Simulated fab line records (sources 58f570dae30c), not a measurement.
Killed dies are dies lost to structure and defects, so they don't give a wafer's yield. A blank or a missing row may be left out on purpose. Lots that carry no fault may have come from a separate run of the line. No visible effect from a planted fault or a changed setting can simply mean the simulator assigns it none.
Which tool is to blame? | flow berkeley cmos170 | 42 wafers from 14 lots sampled at 3 of the route's 331 steps

== WHAT EACH GAUGE READ, for each wafer ==
UCB170_V2_CD_MEAS_12: target cd 700 nm. Usual: cd nm reads 700.4 nm (standard deviation 1.4).
lot  | measured     | on        | cd nm (nm)        | flag
L125 | day 8 03:59  | cd sem-02 | 702.0 701.0 701.7 |
L126 | day 8 04:32  | cd sem-02 | 700.1 700.6 700.0 |
L128 | day 8 08:08  | cd sem-02 | 701.1 699.8 701.6 |
L130 | day 8 17:48  | cd sem-01 | 699.0 700.1 699.8 |
L129 | day 8 18:14  | cd sem-01 | 698.9 698.5 699.0 |
L131 | day 8 23:01  | cd sem-01 | 700.4 700.2 700.1 |
L132 | day 9 16:11  | cd sem-01 | 701.7 700.9 700.7 |
L133 | day 9 21:10  | cd sem-02 | 699.0 697.5 698.3 |
L135 | day 10 10:11 | cd sem-01 | 702.1 700.1 701.6 |
L137 | day 10 10:39 | cd sem-01 | 701.2 700.9 700.1 |
L140 | day 10 23:23 | cd sem-02 | 701.4 700.0 699.3 |
L142 | day 11 21:40 | cd sem-02 | 703.0 700.6 703.4 |
L145 | day 11 21:59 | cd sem-01 | 699.9 698.4 700.4 |
L143 | day 11 22:23 | cd sem-02 | 703.6 702.7 703.9 |

== EACH LOT AND THE TOOL THAT RAN IT (in order: tool; ch and the chambers of the sampled wafers; start) ==
lot  | UCB170_M2_STRIP_07                   | UCB170_V2_SOFTBAKE_08
L125 | plasma asher-03 ch 0,1, day 8 00:08  | litho track-04 ch 0, day 8 03:19
L126 | plasma asher-01 ch 0,1, day 8 00:23  | litho track-01 ch 0, day 8 03:43
L128 | plasma asher-03 ch 0,1, day 8 04:13  | litho track-01 ch 0, day 8 07:29
L130 | plasma asher-04 ch 0,1, day 8 13:22  | litho track-01 ch 0, day 8 17:09
L129 | plasma asher-03 ch 0,1, day 8 13:47  | litho track-03 ch 0, day 8 17:34
L131 | plasma asher-03 ch 0,1, day 8 18:32  | litho track-01 ch 0, day 8 22:07
L132 | plasma asher-03 ch 0,1, day 9 09:54  | litho track-01 ch 0, day 9 15:07
L133 | plasma asher-03 ch 0,1, day 9 16:39  | litho track-01 ch 0, day 9 20:38
L135 | plasma asher-04 ch 0,1, day 10 04:11 | litho track-04 ch 0, day 10 09:02
L137 | plasma asher-01 ch 0,1, day 10 05:01 | litho track-01 ch 0, day 10 09:13
L140 | plasma asher-01 ch 0,1, day 10 18:25 | litho track-03 ch 0, day 10 22:29
L142 | plasma asher-01 ch 0, day 11 17:09   | litho track-01 ch 0, day 11 20:50
L145 | plasma asher-04 ch 0,1, day 11 17:23 | litho track-01 ch 0, day 11 21:18
L143 | plasma asher-03 ch 1, day 11 17:42   | litho track-04 ch 0, day 11 21:32
- UCB170_M2_STRIP_07: strips in O2.
- UCB170_V2_SOFTBAKE_08: time 60 s.

== WHAT THE TOOLS THEMSELVES READ (means of the sampled wafers that have a number; where no wafer has one, the mark that the record gives instead) ==
UCB170_M2_STRIP_07. Usual: drypump motor current A 5.8 A, standard deviation 0.46; oes product au 0.735 a.u., standard deviation 0.0044; strip time to endpoint s 21.95 s, standard deviation 0.065.
lot  | tool            | drypump motor current A (A) | oes product au (a.u.) | strip time to endpoint s (s) | flag
L125 | plasma asher-03 | 6.0                         | 0.731                 | 21.92                        |
L126 | plasma asher-01 | 5.4                         | 0.738                 | 21.97                        |
L128 | plasma asher-03 | 6.1                         | 0.735                 | 21.95                        |
L130 | plasma asher-04 | 5.6                         | 0.736                 | 21.94                        |
L129 | plasma asher-03 | 6.1                         | 0.735                 | 22.01                        |
L131 | plasma asher-03 | 6.1                         | 0.735                 | 21.93                        |
L132 | plasma asher-03 | 6.1                         | 0.737                 | 21.96                        |
L133 | plasma asher-03 | 6.0                         | 0.737                 | 21.99                        |
L135 | plasma asher-04 | 5.5                         | 0.740                 | 21.82                        |
L137 | plasma asher-01 | 5.4                         | 0.731                 | 22.02                        |
L140 | plasma asher-01 | 5.9                         | 0.737                 | 21.98                        |
L142 | plasma asher-01 | 5.0                         | 0.734                 | 21.97                        |
L145 | plasma asher-04 | 5.6                         | 0.736                 | 21.88                        |
L143 | plasma asher-03 | 5.8                         | 0.737                 | 22.02                        |

UCB170_V2_SOFTBAKE_08. Usual: resist line temp C 23.00 C, standard deviation 0.096; run length s 89.02 s, standard deviation 0.17.
lot  | tool           | resist line temp C (C) | run length s (s) | flag
L125 | litho track-04 | 23.03                  | 89.23            |
L126 | litho track-01 | 22.94                  | 88.97            |
L128 | litho track-01 | 23.00                  | 89.08            |
L130 | litho track-01 | 23.01                  | 88.94            |
L129 | litho track-03 | 22.95                  | 89.11            |
L131 | litho track-01 | 23.11                  | 89.03            |
L132 | litho track-01 | 23.12                  | 89.06            |
L133 | litho track-01 | 23.14                  | 88.98            |
L135 | litho track-04 | 22.88                  | 89.41            |
L137 | litho track-01 | 22.96                  | 88.93            |
L140 | litho track-03 | 23.01                  | 89.01            |
L142 | litho track-01 | 23.06                  | 92.45            | OFF
L145 | litho track-01 | 22.98                  | 92.59            | OFF
L143 | litho track-04 | 22.85                  | 89.16            |

== THE ANSWER, worked out from the rows above alone ==
Rule: a lot counts as off when the mean over its wafers that have a number is more than 3 standard deviations away from the usual mean. Also off: a lot with no number at a reading for which 4 or more lots have one. Any other lot the step has rows for is counted as sound. First the gauges in route order, then the tools' own readings, where a lot's mean is used as printed above. At the first step where some lot is off, the reading lying furthest off is the one used; lots without a number count as furthest.
Off at UCB170_V2_SOFTBAKE_08 (run length s): L142, L145.
A tool fits if, at that step or a process step before it, it ran every lot that is off, and no sound lot after the first of them. One candidate fits, namely litho track-01 at UCB170_V2_SOFTBAKE_08. A fault onset in the window from L137 (day 10 09:13, its last sound lot) to L142 (day 11 20:50, its first lot off) fits.
On the lots that are off, the tool's own readings at UCB170_V2_SOFTBAKE_08 differ by more than 5 times the standard deviation of the sound lots' means, which bears it out; run length s reads 92.52 s there versus 89.08 s on the sound lots.

== WHAT THE SIMULATOR HAD INSERTED ==
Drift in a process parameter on litho track-01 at UCB170_V2_SOFTBAKE_08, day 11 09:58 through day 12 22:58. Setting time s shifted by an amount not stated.
Lots struck among those shown: L142, L145. The same result came from the rule above.
